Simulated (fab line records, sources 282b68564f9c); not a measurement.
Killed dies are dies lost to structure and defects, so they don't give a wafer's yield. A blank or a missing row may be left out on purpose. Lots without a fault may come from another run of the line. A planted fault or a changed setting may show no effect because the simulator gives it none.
Which tool did it? | flow rit_cmos | 15 lots, 45 wafers sampled, at 5 steps of a route of 202

WHAT THE GAUGES READ, wafer by wafer
RIT_PWELL_OVL_MEAS_06. Usual: PWELL_OVL 0.7 nm, standard deviation 1.5.
lot  | measured    | on         | PWELL_OVL (nm) | flag
L547 | day 2 00:26 | overlay-01 | 2.4 2.6 3.8    |
L548 | day 2 03:49 | overlay-01 | 2.2 2.8 1.5    |
L549 | day 2 12:05 | overlay-02 | -3.1 -1.2 -2.2 |
L550 | day 2 16:32 | overlay-02 | 2.4 0.5 0.3    |
L551 | day 2 19:46 | overlay-02 | 1.6 0.7 1.1    |
L553 | day 3 06:18 | overlay-02 | 0.8 0.6 -0.9   |
L554 | day 3 10:04 | overlay-01 | 1.4 1.9 1.1    |
L555 | day 3 17:07 | overlay-02 | -0.9 -1.0 -2.8 |
L557 | day 4 06:53 | overlay-01 | 2.1 1.4 1.0    |
L559 | day 4 11:55 | overlay-01 | 0.9 2.5 0.8    |
L560 | day 4 20:14 | overlay-01 | -0.3 0.1 3.1   |
L561 | day 4 23:00 | overlay-01 | 2.3 -0.2 1.2   |
L563 | day 5 09:40 | overlay-02 | 0.3 -0.6 1.5   |
L569 | day 6 12:22 | overlay-02 | 1.3 -0.3 -0.1  |
L570 | day 6 19:10 | overlay-02 | -0.3 1.0 1.4   |

RIT_PRETRO_TW_MEAS_10. Usual: PRETRO_TW 471, standard deviation 5.8.
lot  | measured    | on            | PRETRO_TW   | flag
L547 | day 2 10:05 | film_metro-04 | 476 474 473 |
L548 | day 2 15:04 | film_metro-01 | 479 478 477 |
L549 | day 2 22:43 | film_metro-01 | 476 479 475 |
L550 | day 3 03:48 | film_metro-03 | 462 462 463 |
L551 | day 3 05:03 | film_metro-04 | 478 473 478 |
L553 | day 3 15:35 | film_metro-01 | 474 472 475 |
L554 | day 3 19:16 | film_metro-04 | 474 475 475 |
L555 | day 4 02:22 | film_metro-01 | 472 475 473 |
L557 | day 4 16:14 | film_metro-03 | 459 461 462 |
L559 | day 4 21:53 | film_metro-03 | 29 29 29    | OFF
L560 | day 5 05:24 | film_metro-03 | 29 29 29    | OFF
L561 | day 5 10:02 | film_metro-03 | 29 29 29    | OFF
L563 | day 5 18:49 | film_metro-04 | 472 476 473 |
L569 | day 6 21:50 | film_metro-01 | 478 476 476 |
L570 | day 7 04:12 | film_metro-04 | 475 473 473 |

RIT_FOX2_THK_MEAS_91. Usual: FIELD_OXIDE_LEFT_2_THK 258 nm, standard deviation 5.4.
lot  | measured    | on            | FIELD_OXIDE_LEFT_2_THK (nm) | flag
L547 | day 2 10:35 | film_metro-02 | 258 255 260                 |
L548 | day 2 15:34 | film_metro-02 | 253 258 253                 |
L549 | day 2 23:22 | film_metro-01 | 266 263 258                 |
L550 | day 3 04:17 | film_metro-03 | 251 249 249                 |
L551 | day 3 05:32 | film_metro-03 | 262 256 254                 |
L553 | day 3 16:04 | film_metro-03 | 271 259 257                 |
L554 | day 3 19:45 | film_metro-03 | 256 256 254                 |
L555 | day 4 02:50 | film_metro-03 | 254 257 258                 |
L557 | day 4 16:43 | film_metro-02 | 260 256 258                 |
L559 | day 4 22:22 | film_metro-02 | 256 251 259                 |
L560 | day 5 05:53 | film_metro-01 | 254 246 249                 |
L561 | day 5 10:31 | film_metro-02 | 258 263 264                 |
L563 | day 5 19:20 | film_metro-01 | 253 250 247                 |
L569 | day 6 22:19 | film_metro-02 | 264 265 265                 |
L570 | day 7 04:41 | film_metro-01 | 258 252 258                 |

RIT_GATE_CD_MEAS_16: target cd 150 nm. Usual: cd_nm 150.5 nm, standard deviation 2.8.
lot  | measured    | on        | cd_nm (nm)        | flag
L547 | day 2 15:55 | cd_sem-02 | 150.0 153.5 151.8 |
L548 | day 2 22:12 | cd_sem-02 | 145.3 144.6 144.1 |
L549 | day 3 05:36 | cd_sem-02 | 148.0 147.8 148.5 |
L550 | day 3 08:21 | cd_sem-02 | 151.1 151.1 151.7 |
L551 | day 3 10:15 | cd_sem-01 | 150.2 150.7 149.8 |
L553 | day 3 20:43 | cd_sem-02 | 155.7 157.4 155.0 |
L554 | day 4 01:32 | cd_sem-02 | 152.2 151.9 153.1 |
L555 | day 4 08:20 | cd_sem-01 | 155.3 155.7 153.0 |
L557 | day 4 21:34 | cd_sem-02 | 148.5 148.2 144.9 |
L559 | day 5 04:39 | cd_sem-01 | 147.3 147.9 147.4 |
L560 | day 5 11:53 | cd_sem-02 | 152.1 152.1 151.3 |
L561 | day 5 14:30 | cd_sem-01 | 149.0 147.9 148.6 |
L563 | day 6 01:11 | cd_sem-01 | 147.8 150.1 150.5 |
L569 | day 7 03:36 | cd_sem-01 | 148.2 148.5 147.5 |
L570 | day 7 09:14 | cd_sem-02 | 154.2 153.3 153.3 |

WHICH TOOL RAN EACH LOT (tool, then ch and the chambers of the sampled wafers, then the start)
lot  | RIT_NRETRO_STRIP_09
L547 | plasma_asher-04 ch 0,1, day 2 08:14
L548 | plasma_asher-04 ch 0,1, day 2 13:12
L549 | plasma_asher-01 ch 0,1, day 2 21:00
L550 | plasma_asher-04 ch 0, day 3 01:48
L551 | plasma_asher-01 ch 0,1, day 3 03:07
L553 | plasma_asher-02 ch 0,1, day 3 13:52
L554 | plasma_asher-04 ch 0,1, day 3 17:34
L555 | plasma_asher-02 ch 0,1, day 4 00:33
L557 | plasma_asher-04 ch 0,1, day 4 14:23
L559 | plasma_asher-04 ch 0,1, day 4 20:07
L560 | plasma_asher-02 ch 0,1, day 5 03:41
L561 | plasma_asher-04 ch 0,1, day 5 08:05
L563 | plasma_asher-01 ch 0,1, day 5 17:06
L569 | plasma_asher-01 ch 0,1, day 6 19:47
L570 | plasma_asher-01 ch 0,1, day 7 02:29
- RIT_NRETRO_STRIP_09: strips in O2, time 180 s.

WHAT THE TOOLS THEMSELVES READ (means of the sampled wafers that have a number; where no wafer has one, the mark that the record gives instead)
RIT_NRETRO_STRIP_09. Usual: chamber_pressure_mTorr 4000 mTorr, standard deviation 3.8; drypump_motor_current_A 5.5 A, standard deviation 0.53; o2_flow_sccm 3999 sccm, standard deviation 12.
lot  | tool            | chamber_pressure_mTorr (mTorr) | drypump_motor_current_A (A) | o2_flow_sccm (sccm) | flag
L547 | plasma_asher-04 | 4001                           | 5.8                         | 4002                |
L548 | plasma_asher-04 | 4000                           | 5.7                         | 3990                |
L549 | plasma_asher-01 | 4000                           | 5.1                         | 3998                |
L550 | plasma_asher-04 | 3996                           | 5.5                         | 4001                |
L551 | plasma_asher-01 | 3998                           | 5.1                         | 3996                |
L553 | plasma_asher-02 | 4000                           | 5.7                         | 3999                |
L554 | plasma_asher-04 | 4000                           | 5.8                         | 3994                |
L555 | plasma_asher-02 | 4000                           | 5.7                         | 4008                |
L557 | plasma_asher-04 | 4000                           | 5.7                         | 3990                |
L559 | plasma_asher-04 | -                              | -                           | -                   | OFF
L560 | plasma_asher-02 | -                              | -                           | -                   | OFF
L561 | plasma_asher-04 | -                              | -                           | -                   | OFF
L563 | plasma_asher-01 | 4000                           | 5.1                         | 4000                |
L569 | plasma_asher-01 | 3996                           | 5.6                         | 4005                |
L570 | plasma_asher-01 | 4000                           | 5.6                         | 3991                |

THE ANSWER, worked out from the rows above alone
Rule: a lot is off if the mean of its wafers that have a number lies more than 3 standard deviations from the usual mean. A lot without any number at a reading at which 4 lots or more have one is off too. The other lots that the step has rows for count as sound. The gauges are gone through in route order, then the tools' own readings, and for those a lot's mean is taken as printed above. The first step at which some lot is off is used, and at that step the reading that is off furthest; a lot without a number counts as furthest.
Off: L559, L560, L561, at RIT_PRETRO_TW_MEAS_10 (PRETRO_TW).
A tool fits if, at a process step before that reading, it ran every lot that is off, and no sound lot after the first of them. The gauges at RIT_PRETRO_TW_MEAS_10 aren't tried: what is off there is off at RIT_NRETRO_STRIP_09 too, on other tools, and a gauge's error can't cause that. None of those tried fits.

WHAT THE SIMULATOR HAD PUT IN
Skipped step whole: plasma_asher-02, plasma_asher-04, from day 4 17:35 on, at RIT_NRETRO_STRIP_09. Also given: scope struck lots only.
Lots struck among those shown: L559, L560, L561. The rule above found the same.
